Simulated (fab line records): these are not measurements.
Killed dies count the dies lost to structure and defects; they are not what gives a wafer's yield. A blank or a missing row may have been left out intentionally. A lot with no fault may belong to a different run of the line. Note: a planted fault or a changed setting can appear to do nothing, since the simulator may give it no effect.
Which tool did it? / flow berkeley-cmos170 / 21 wafers from 7 lots sampled at 2 of the route's 331 steps

## WHAT THE GAUGES READ, wafer by wafer
UCB170_GATE_CD_MEAS_12: the cd target is 350 nm.
lot=L610; measured=day 6 02:43; on=cd-sem-01; cd-nm (nm)=349.1 349.4 349.7
lot=L613; measured=day 6 19:47; on=cd-sem-01; cd-nm (nm)=349.5 347.0 346.8
lot=L619; measured=day 7 14:30; on=cd-sem-01; cd-nm (nm)=301.2 301.3 301.3 301.1 301.3 301.1
lot=L625; measured=day 9 14:07; on=cd-sem-02; cd-nm (nm)=348.8 346.9 347.9
lot=L626; measured=day 9 19:39; on=cd-sem-02; cd-nm (nm)=352.1 352.4 351.8
lot=L628; measured=day 10 02:41; on=cd-sem-02; cd-nm (nm)=350.0 349.8 349.8
lot=L631; measured=day 10 16:24; on=cd-sem-02; cd-nm (nm)=347.9 348.6 349.2

## EACH LOT AND THE TOOL THAT RAN IT (in order: tool; ch and the chambers of the sampled wafers; start)
lot=L610; UCB170_GATE_COAT_07=litho-track-02 ch 0, day 6 02:00
lot=L613; UCB170_GATE_COAT_07=litho-track-04 ch 0, day 6 18:00
lot=L619; UCB170_GATE_COAT_07=litho-track-04 ch 0, day 7 13:00
lot=L625; UCB170_GATE_COAT_07=litho-track-02 ch 0, day 9 13:00
lot=L626; UCB170_GATE_COAT_07=litho-track-02 ch 0, day 9 18:00
lot=L628; UCB170_GATE_COAT_07=litho-track-02 ch 0, day 10 01:00
lot=L631; UCB170_GATE_COAT_07=litho-track-02 ch 0, day 10 15:00
- UCB170_GATE_COAT_07: resist thk 900 nm.

## THE ANSWER, worked out from the rows above alone
Rule: the usual values come from the lots themselves. The widest of any qualifying gaps counts: lots, ordered by their means at a reading, are off when they make up no more than a third of the lots, leave a main group of 4 or more, and stand apart from it by 3 or more times the standard deviation of that group's means. Not used: any main group whose means are identical at the precision the tables above print for the reading. A lot without any number at a reading at which 4 lots or more have one is off too. Any other lot the step has rows for is counted as sound.
Off: L619, at UCB170_GATE_CD_MEAS_12 (cd-nm). Mean 349.3 nm and standard deviation 1.5 in the main group.
If a tool, at a process step before that reading, ran all the lots that are off and no sound lot after the first of them, it fits. Those tools and the gauges at UCB170_GATE_CD_MEAS_12 are tried in the same way. This does not decide it: 2 tools fit, namely litho-track-04 at UCB170_GATE_COAT_07 and cd-sem-01 at UCB170_GATE_CD_MEAS_12.

## WHAT THE SIMULATOR PUT IN
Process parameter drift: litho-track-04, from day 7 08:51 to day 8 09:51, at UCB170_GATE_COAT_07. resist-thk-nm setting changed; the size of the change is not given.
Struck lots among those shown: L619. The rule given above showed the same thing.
